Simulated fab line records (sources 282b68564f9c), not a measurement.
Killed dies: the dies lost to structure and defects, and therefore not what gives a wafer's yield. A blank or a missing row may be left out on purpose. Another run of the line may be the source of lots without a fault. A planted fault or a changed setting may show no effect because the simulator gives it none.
fab line records    flow ritCmos
record lots=14  wafers=42  lastDay=8
route steps=202 shown ACTIVE@15 FOX2@24 PRETRO@70 REOX@102 M1@202
lots with no fault: from the same line, run without faults
startH: hours from the record's opening day to when the first of the lot's shown wafers began    waitH: hours elapsed since this lot's preceding step    " repeats the value in the row above    L1.1+2: several wafers, shown together as one row    - no value, or no start given    * or withheld: withheld    < > ~ a bound
route shown NAME@n: a module of which the file shows steps, and the number in the route of the first    usual: the fault-free wafers' mean and standard deviation    same: alike in all rows    chamber/n: place in a boat    sites: readings site by site    _std_site: their standard deviation    _edge_site: the outer-site mean with the inner-site mean subtracted    radiusMm: for every site, how far away it sits from the centre of the wafer    mask NAME#n: copy n    behind: the most recent tool/chamber to have shaped the wafer    hold: why the lot went on hold/how many hours it stayed there/how the hold came to an end    device: transistor that didn't switch, given as n, p or np    end of line: the same wafers' tests at the end of the route    a step without rows: its recipe alone    killed: dies lost to structure and defects at the first sort, not the wafer's yield    map: a wafer's dies, marking killed ones x, the rest . and places with no die _
set.NAME: setting as actually run; set.NAME@STEP: the setting as run at that earlier step    model.NAME: the simulator's own value behind a step, which no gauge read
the route's steps for a sample of lots (tables are steps, rows are wafers)
services: the hour from which a tool's chamber was out of use, counted from the record's first day as startH (under 0 if before that day), plus the number of hours and why
## steps
# step RIT_ACTIVE_STRIP_14
# recipe chemistry=O2  timeS=180  resist=NOVOLAK  platenTempC=withheld  powerW=500  pressureMtorr=4000  o2FlowSccm=4000
# usual chamberPressureMTorr=4000/3.3  drypumpMotorCurrentA=5.6/0.37
lot.wafer  tool            chamber  startH  waitH  chamberPressureMTorr  drypumpMotorCurrentA  rfHoursCounterH
L905.1     plasmaAsher-03  0        16.03   0.1    3999                  6.2                   32
L905.2     "               1        "       "      3997                  5.5                   32
L905.4     "               0        "       "      4003                  6.2                   -
L906.2     plasmaAsher-01  0        22.54   0.1    4001                  5.1                   23
L906.4     "               0        "       "      4000                  5.1                   -
L906.6     "               0        "       "      4001                  5.1                   -
L907.2     plasmaAsher-04  0        28.37   0.1    3998                  5.9                   38
L907.3     "               0        "       "      3999                  5.9                   -
L907.6     "               1        "       "      4004                  5.6                   -
L908.1     plasmaAsher-01  1        31.65   0.1    4001                  5.7                   24
L908.3     "               1        "       "      4006                  5.7                   -
L908.5     "               0        "       "      3998                  5.1                   -
L909.2     plasmaAsher-03  1        37.32   0.1    3997                  5.5                   34
L909.3     "               0        "       "      4003                  6.3                   -
L909.6     "               1        "       "      3998                  5.5                   -
L911.1     plasmaAsher-03  0        45.40   0.1    3998                  6.3                   35
L911.4     "               0        "       "      3996                  6.3                   -
L911.5     "               0        "       "      3995                  6.3                   -
L913.1     plasmaAsher-01  0        55.82   0.1    3997                  5.1                   27
L913.5     "               0        "       "      3999                  5.1                   -
L913.6     "               1        "       "      4002                  5.7                   -
L915.1     plasmaAsher-04  1        65.38   0.1    4003                  5.7                   43
L915.2     "               0        "       "      3997                  5.9                   43
L915.3     "               1        "       "      4000                  5.7                   -
L923.1     plasmaAsher-01  0        105.81  0.1    -                     -                     -
L923.2     "               1        "       "      -                     -                     -
L923.4     "               1        "       "      -                     -                     -
L924.1     plasmaAsher-03  1        111.00  0.1    -                     -                     -
L924.3     "               0        "       "      -                     -                     -
L924.4     "               1        "       "      -                     -                     -
L925.4     plasmaAsher-01  0        117.36  0.1    4000                  5.1                   -
L925.5     "               1        "       "      4003                  5.7                   -
L925.6     "               0        "       "      4002                  5.1                   -
L926.1     plasmaAsher-03  1        129.18  0.1    4003                  5.5                   44
L926.3     "               0        "       "      3997                  6.3                   -
L926.6     "               0        "       "      3999                  6.3                   -
L927.1     plasmaAsher-04  0        129.42  0.1    4000                  5.9                   48
L927.4     "               1        "       "      3999                  5.7                   -
L927.6     "               1        "       "      4005                  5.7                   -
L928.1     plasmaAsher-03  1        135.36  0.1    4005                  5.5                   45
L928.2     "               0        "       "      4002                  6.3                   45
L928.5     "               1        "       "      3997                  5.5                   -
# step RIT_FOX2_THK_MEAS_01
# recipe reads=SiO2_of_FOX2_OXIDATION_00
# usual FOX2_OXIDE_THK=352/7.5
lot.wafer  tool          chamber  startH  waitH  FOX2_OXIDE_THK[nm]
L905.1     filmMetro-04  -        22.82   0.0    351
L905.2     "             -        "       "      358
L905.4     "             -        "       "      357
L906.2     filmMetro-04  -        28.57   0.0    349
L906.4     "             -        "       "      350
L906.6     "             -        "       "      347
L907.2     filmMetro-03  -        34.64   0.0    363
L907.3     "             -        "       "      368
L907.6     "             -        "       "      366
L908.1     filmMetro-02  -        35.68   0.0    356
L908.3     "             -        "       "      354
L908.5     "             -        "       "      357
L909.2     filmMetro-04  -        43.94   0.0    356
L909.3     "             -        "       "      358
L909.6     "             -        "       "      354
L911.1     filmMetro-02  -        50.08   0.0    355
L911.4     "             -        "       "      358
L911.5     "             -        "       "      362
L913.1     filmMetro-03  -        62.50   0.0    349
L913.5     "             -        "       "      360
L913.6     "             -        "       "      353
L915.1     filmMetro-03  -        70.37   0.0    364
L915.2     "             -        "       "      364
L915.3     "             -        "       "      367
L925.4     filmMetro-02  -        129.46  0.0    342
L925.5     "             -        "       "      348
L925.6     "             -        "       "      353
L926.1     filmMetro-03  -        134.15  0.0    360
L926.3     "             -        "       "      351
L926.6     "             -        "       "      359
L927.1     filmMetro-04  -        134.15  0.0    355
L927.4     "             -        "       "      350
L927.6     "             -        "       "      354
L928.1     filmMetro-02  -        143.10  0.0    345
L928.2     "             -        "       "      342
L928.5     "             -        "       "      344
# step RIT_PRETRO_OVL_MEAS_06
# usual PRETRO_OVL=0.8/1.3
lot.wafer  tool        chamber  startH  waitH  PRETRO_OVL[nm]
L905.1     overlay-02  -        36.35   -      1.0
L905.2     "           -        "       "      1.1
L905.4     "           -        "       "      0.5
L906.2     overlay-01  -        41.54   -      2.4
L906.4     "           -        "       "      -0.7
L906.6     "           -        "       "      0.5
L907.2     overlay-01  -        47.63   -      -2.1
L907.3     "           -        "       "      -1.6
L907.6     "           -        "       "      -0.4
L908.1     overlay-02  -        48.53   -      0.4
L908.3     "           -        "       "      2.1
L908.5     "           -        "       "      0.5
L909.2     overlay-01  -        55.89   -      2.1
L909.3     "           -        "       "      1.3
L909.6     "           -        "       "      1.7
L911.1     overlay-02  -        62.98   -      0.9
L911.4     "           -        "       "      1.1
L911.5     "           -        "       "      0.5
L913.1     overlay-01  -        75.00   -      0.3
L913.5     "           -        "       "      1.7
L913.6     "           -        "       "      1.9
L915.1     overlay-02  -        82.66   -      1.6
L915.2     "           -        "       "      0.6
L915.3     "           -        "       "      -0.1
L925.4     overlay-01  -        142.29  -      1.9
L925.5     "           -        "       "      2.5
L925.6     "           -        "       "      1.5
L927.1     overlay-02  -        147.69  -      -0.6
L927.4     "           -        "       "      -0.9
L927.6     "           -        "       "      0.0
L926.1     overlay-02  -        149.85  -      3.0
L926.3     "           -        "       "      -0.1
L926.6     "           -        "       "      0.7
L928.1     overlay-02  -        155.17  -      -0.5
L928.2     "           -        "       "      2.0
L928.5     "           -        "       "      1.8
# step RIT_REOX_THK_MEAS_04
# recipe reads=SiO2_of_REOX_OXIDATION_03
# usual REOX_OXIDE_THK=25.4/0.4
lot.wafer  tool          chamber  startH  waitH  REOX_OXIDE_THK[nm]
L905.1     filmMetro-03  -        47.79   0.0    25.5
L905.2     "             -        "       "      26.2
L905.4     "             -        "       "      25.8
L906.2     filmMetro-03  -        53.74   0.0    25.2
L906.4     "             -        "       "      25.2
L906.6     "             -        "       "      25.2
L907.2     filmMetro-04  -        56.68   0.0    25.5
L907.3     "             -        "       "      25.5
L907.6     "             -        "       "      25.2
L908.1     filmMetro-03  -        59.22   0.0    25.5
L908.3     "             -        "       "      25.9
L908.5     "             -        "       "      26.0
L909.2     filmMetro-03  -        70.67   0.0    25.6
L909.3     "             -        "       "      25.8
L909.6     "             -        "       "      25.3
L911.1     filmMetro-03  -        73.99   0.0    24.8
L911.4     "             -        "       "      25.6
L911.5     "             -        "       "      25.7
L913.1     filmMetro-04  -        87.70   0.0    25.1
L913.5     "             -        "       "      25.2
L913.6     "             -        "       "      25.1
L915.1     filmMetro-03  -        95.99   0.0    25.9
L915.2     "             -        "       "      25.7
L915.3     "             -        "       "      25.7
L925.4     filmMetro-04  -        155.41  0.0    25.4
L925.5     "             -        "       "      25.6
L925.6     "             -        "       "      25.7
L927.1     filmMetro-03  -        161.19  0.0    25.7
L927.4     "             -        "       "      25.2
L927.6     "             -        "       "      25.6
L926.1     filmMetro-03  -        163.74  0.0    25.6
L926.3     "             -        "       "      25.8
L926.6     "             -        "       "      25.6
L928.1     filmMetro-03  -        166.96  0.0    25.0
L928.2     "             -        "       "      24.5
L928.5     "             -        "       "      25.1
# step RIT_M1_PROBE_99
# usual killedAtContacts=0.0/0.2  killedAtFrontEnd=7.0/2.8  killedDies=7.0/2.8  killedOnRim=2.0/1.4  killedOpen=3.4/1.9  killedShort=3.6/2
# same grossDies=264  killed_at_M0_to_M3=0  killed_at_M4_up=0  killedAtBackSide=0  killedAtOther=0
lot.wafer  tool       chamber  startH  waitH  killedAtContacts  killedAtFrontEnd  killedDies  killedOnRim  killedOpen  killedShort
L905.1     prober-01  -        65.16   0.1    0                 7                 7           4            5           2
L905.2     prober-01  -        65.21   0.1    0                 4                 4           0            1           3
L905.4     prober-01  -        65.31   0.2    0                 5                 5           2            2           3
L906.2     prober-01  -        70.52   0.1    0                 2                 2           0            1           1
L906.4     prober-01  -        70.62   0.2    0                 6                 6           2            4           2
L906.6     prober-01  -        70.72   0.2    0                 2                 2           1            1           1
L907.2     prober-02  -        73.05   0.1    0                 11                11          1            4           7
L907.3     prober-02  -        73.10   0.2    0                 7                 7           2            3           4
L907.6     prober-02  -        73.25   0.2    0                 3                 3           1            1           2
L908.1     prober-01  -        75.62   0.1    0                 7                 7           1            3           4
L908.3     prober-01  -        75.72   0.2    0                 6                 6           0            1           5
L908.5     prober-01  -        75.82   0.2    0                 10                10          1            8           2
L909.2     prober-02  -        88.56   0.1    0                 9                 9           3            3           6
L909.3     prober-02  -        88.61   0.2    0                 3                 3           0            0           3
L909.6     prober-02  -        88.76   0.2    0                 4                 4           2            3           1
L911.1     prober-02  -        92.18   0.1    0                 8                 8           1            4           4
L911.4     prober-02  -        92.33   0.2    0                 4                 4           1            3           1
L911.5     prober-02  -        92.38   0.2    0                 5                 5           0            1           4
L913.1     prober-02  -        104.92  0.1    0                 1                 1           0            1           0
L913.5     prober-02  -        105.12  0.2    0                 11                11          3            6           5
L913.6     prober-02  -        105.17  0.2    0                 8                 8           1            4           4
L915.1     prober-02  -        113.72  0.1    0                 5                 5           1            1           4
L915.2     prober-02  -        113.77  0.1    0                 10                10          3            4           6
L915.3     prober-02  -        113.82  0.2    0                 4                 4           3            2           2
L923.1     prober-02  -        165.14  0.1    0                 264               264         70           5           5
L923.2     prober-02  -        165.19  0.1    0                 264               264         70           6           5
L923.4     prober-02  -        165.29  0.2    0                 264               264         70           1           8
L924.1     prober-01  -        171.97  0.1    0                 264               264         70           4           3
L924.3     prober-01  -        172.07  0.2    0                 264               264         70           5           2
L924.4     prober-01  -        172.12  0.2    0                 264               264         70           3           2
L925.4     prober-02  -        174.26  0.2    0                 9                 9           3            5           4
L925.5     prober-02  -        174.31  0.2    0                 10                10          5            4           6
L925.6     prober-02  -        174.36  0.2    0                 6                 6           2            3           3
L927.1     prober-01  -        179.23  0.1    0                 7                 7           2            4           3
L927.4     prober-01  -        179.38  0.2    0                 6                 6           2            1           5
L927.6     prober-01  -        179.48  0.2    0                 5                 5           1            2           3
L926.1     prober-02  -        180.73  0.1    0                 11                11          1            2           9
L926.3     prober-02  -        180.83  0.2    1                 7                 8           3            5           3
L926.6     prober-02  -        180.98  0.2    0                 11                11          1            7           4
L928.1     prober-01  -        184.68  0.1    0                 2                 2           0            1           1
L928.2     prober-01  -        184.73  0.1    0                 7                 7           2            4           3
L928.5     prober-01  -        184.88  0.2    0                 4                 4           3            3           1
# killed by level:class
L905.1 SPACER:geometricParticle:open=3 SPACER:geometricParticle:short=2 REOX:geometricParticle:open=1 SILICIDE:geometricParticle:open=1
L905.2 SPACER:geometricParticle:short=2 REOX:geometricParticle:short=1 SPACER:geometricParticle:open=1
L905.4 GATE:geometricParticle:open=2 SILICIDE:geometricParticle:short=2 FOX1:geometricParticle:short=1
L906.2 FOX1:geometricParticle:open=1 GATE:geometricParticle:short=1
L906.4 FOX2:geometricParticle:open=2 GATE:geometricParticle:open=2 GATE:geometricParticle:short=1 SILICIDE:geometricParticle:short=1
L906.6 FOX1:geometricParticle:short=1 SPACER:geometricParticle:open=1
L907.2 GATE:geometricParticle:short=3 REOX:geometricParticle:open=3 FOX2:geometricParticle:short=2 FOX1:geometricParticle:open=1 REOX:geometricParticle:short=1 SILICIDE:geometricParticle:short=1
L907.3 GATE:geometricParticle:short=3 GATE:geometricParticle:open=2 REOX:geometricParticle:short=1 SILICIDE:geometricParticle:open=1
L907.6 GATE:geometricParticle:open=1 REOX:geometricParticle:short=1 SPACER:geometricParticle:short=1
L908.1 GATE:geometricParticle:short=4 FOX2:geometricParticle:open=1 GATE:geometricParticle:open=1 SILICIDE:geometricParticle:open=1
L908.3 GATE:geometricParticle:short=2 SILICIDE:geometricParticle:short=2 GATE:geometricParticle:open=1 SPACER:geometricParticle:short=1
L908.5 GATE:geometricParticle:open=4 FOX1:geometricParticle:open=2 FOX2:geometricParticle:open=2 GATE:geometricParticle:short=1 REOX:geometricParticle:short=1
L909.2 GATE:geometricParticle:short=2 REOX:geometricParticle:open=2 FOX2:geometricParticle:short=1 GATE:geometricParticle:open=1 SPACER:geometricParticle:short=1 SILICIDE:geometricParticle:short=1 STARTING-WAFER:geometricParticle:short=1
L909.3 FOX1:geometricParticle:short=2 GATE:geometricParticle:short=1
L909.6 FOX2:geometricParticle:open=1 GATE:geometricParticle:short=1 REOX:geometricParticle:open=1 SILICIDE:geometricParticle:open=1
L911.1 GATE:geometricParticle:short=3 FOX1:geometricParticle:open=1 FOX1:geometricParticle:short=1 REOX:geometricParticle:open=1 SPACER:geometricParticle:open=1 SILICIDE:geometricParticle:open=1
L911.4 GATE:geometricParticle:open=1 SPACER:geometricParticle:open=1 SPACER:geometricParticle:short=1 SILICIDE:geometricParticle:open=1
L911.5 GATE:geometricParticle:short=3 GATE:geometricParticle:open=1 SILICIDE:geometricParticle:short=1
L913.1 GATE:geometricParticle:open=1
L913.5 GATE:geometricParticle:short=3 GATE:geometricParticle:open=2 SILICIDE:geometricParticle:open=2 FOX1:geometricParticle:short=1 FOX2:geometricParticle:open=1 REOX:geometricParticle:short=1 SPACER:geometricParticle:open=1
L913.6 SPACER:geometricParticle:open=3 GATE:geometricParticle:short=2 GATE:geometricParticle:open=1 REOX:geometricParticle:short=1 SPACER:geometricParticle:short=1
L915.1 GATE:geometricParticle:short=3 ACTIVE:geometricParticle:short=1 GATE:geometricParticle:open=1
L915.2 GATE:geometricParticle:open=4 REOX:geometricParticle:short=3 GATE:geometricParticle:short=2 FOX1:geometricParticle:short=1
L915.3 SILICIDE:geometricParticle:short=2 GATE:geometricParticle:open=1 SILICIDE:geometricParticle:open=1
L923.1 FOX1:areaOxidation=254 GATE:geometricParticle:open=4 REOX:geometricParticle:short=3 FOX1:geometricParticle:open=1 GATE:geometricParticle:short=1 SPACER:geometricParticle:short=1
L923.2 FOX1:areaOxidation=253 GATE:geometricParticle:open=5 GATE:geometricParticle:short=2 SILICIDE:geometricParticle:short=2 REOX:geometricParticle:short=1 REOX:geometricParticle:open=1
L923.4 FOX1:areaOxidation=255 SPACER:geometricParticle:short=3 GATE:geometricParticle:short=2 SILICIDE:geometricParticle:short=2 GATE:geometricParticle:open=1 REOX:geometricParticle:short=1
L924.1 FOX1:areaOxidation=257 GATE:geometricParticle:open=3 REOX:geometricParticle:short=2 FOX1:geometricParticle:short=1 SPACER:geometricParticle:open=1
L924.3 FOX1:areaOxidation=257 GATE:geometricParticle:open=2 SILICIDE:geometricParticle:open=2 FOX2:geometricParticle:open=1 GATE:geometricParticle:short=1 REOX:geometricParticle:short=1
L924.4 FOX1:areaOxidation=259 SILICIDE:geometricParticle:open=2 GATE:geometricParticle:short=1 REOX:geometricParticle:short=1 REOX:geometricParticle:open=1
L925.4 GATE:geometricParticle:short=3 GATE:geometricParticle:open=2 SILICIDE:geometricParticle:open=2 FOX1:geometricParticle:open=1 SPACER:geometricParticle:short=1
L925.5 GATE:geometricParticle:short=2 FOX1:geometricParticle:short=1 FOX2:geometricParticle:open=1 GATE:geometricParticle:open=1 REOX:geometricParticle:short=1 SPACER:geometricParticle:short=1 SPACER:geometricParticle:open=1 SILICIDE:geometricParticle:open=1
L925.6 REOX:geometricParticle:open=2 GATE:geometricParticle:open=1 REOX:geometricParticle:short=1 SPACER:geometricParticle:short=1 SILICIDE:geometricParticle:short=1
L927.1 FOX1:geometricParticle:open=2 GATE:geometricParticle:open=2 FOX1:geometricParticle:short=1 GATE:geometricParticle:short=1 SILICIDE:geometricParticle:short=1
L927.4 GATE:geometricParticle:short=4 FOX1:geometricParticle:short=1 GATE:geometricParticle:open=1
L927.6 FOX1:geometricParticle:short=2 GATE:geometricParticle:open=2 REOX:geometricParticle:short=1
L926.1 GATE:geometricParticle:short=3 SILICIDE:geometricParticle:short=3 FOX1:geometricParticle:short=2 GATE:geometricParticle:open=1 REOX:geometricParticle:open=1 REOX:geometricParticle:short=1
L926.3 GATE:geometricParticle:open=3 FOX1:geometricParticle:short=1 FOX1:geometricParticle:open=1 FOX2:geometricParticle:short=1 GATE:geometricParticle:short=1 CONTACT:geometricParticle:open=1
L926.6 GATE:geometricParticle:open=5 GATE:geometricParticle:short=2 REOX:geometricParticle:open=1 REOX:geometricParticle:short=1 SILICIDE:geometricParticle:short=1 SILICIDE:geometricParticle:open=1
L928.1 GATE:geometricParticle:open=1 GATE:geometricParticle:short=1
L928.2 GATE:geometricParticle:short=3 REOX:geometricParticle:open=2 GATE:geometricParticle:open=1 SILICIDE:geometricParticle:open=1
L928.5 GATE:geometricParticle:open=1 REOX:geometricParticle:short=1 SPACER:geometricParticle:open=1 SILICIDE:geometricParticle:open=1
## services
tool            chamber  startH  hours  kind
plasmaAsher-04  -        5.19    4.1    repair
plasmaAsher-01  -        132.24  3.4    repair
## key
firstSign step=RIT_ACTIVE_STRIP_14  reading=toolRecord  direction=missing
effect step=RIT_M1_PROBE_99  reading=killedAtFrontEnd  direction=up  sigmas=92  usual=7.0  struck=264
moreKillsBornAt RIT_FOX1_OXIDATION_00@furnace-01=773  RIT_FOX1_OXIDATION_00@furnace-04=762
metAt RIT_ACTIVE_STRIP_14
struckLots L923,L924
laterRowsLeftOut L923.1,L923.2,L923.4,L924.1,L924.3,L924.4
testerLeftOut L923,L924
notActingAt RIT_FOX2_THK_MEAS_01,RIT_PRETRO_OVL_MEAS_06,RIT_REOX_THK_MEAS_04
onsetBetween 55.82 105.81
fault kind=skippedStepWhole  tool=plasmaAsher-01,plasmaAsher-03  chamber=-  onsetH=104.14  steps=RIT_ACTIVE_STRIP_14  scope=struckLotsOnly
# testerLeftOut: of these lots the tester's yield and bins aren't shown, on N5 and GAA mostly nor the transistor test; their killed dies are dies lost to structure and defects alone, not to doping, threshold or leakage, so they don't give the yield
# laterRowsLeftOut: the simulator's readings of these wafers behind a module that went badly wrong aren't trusted and aren't shown, but for the sort
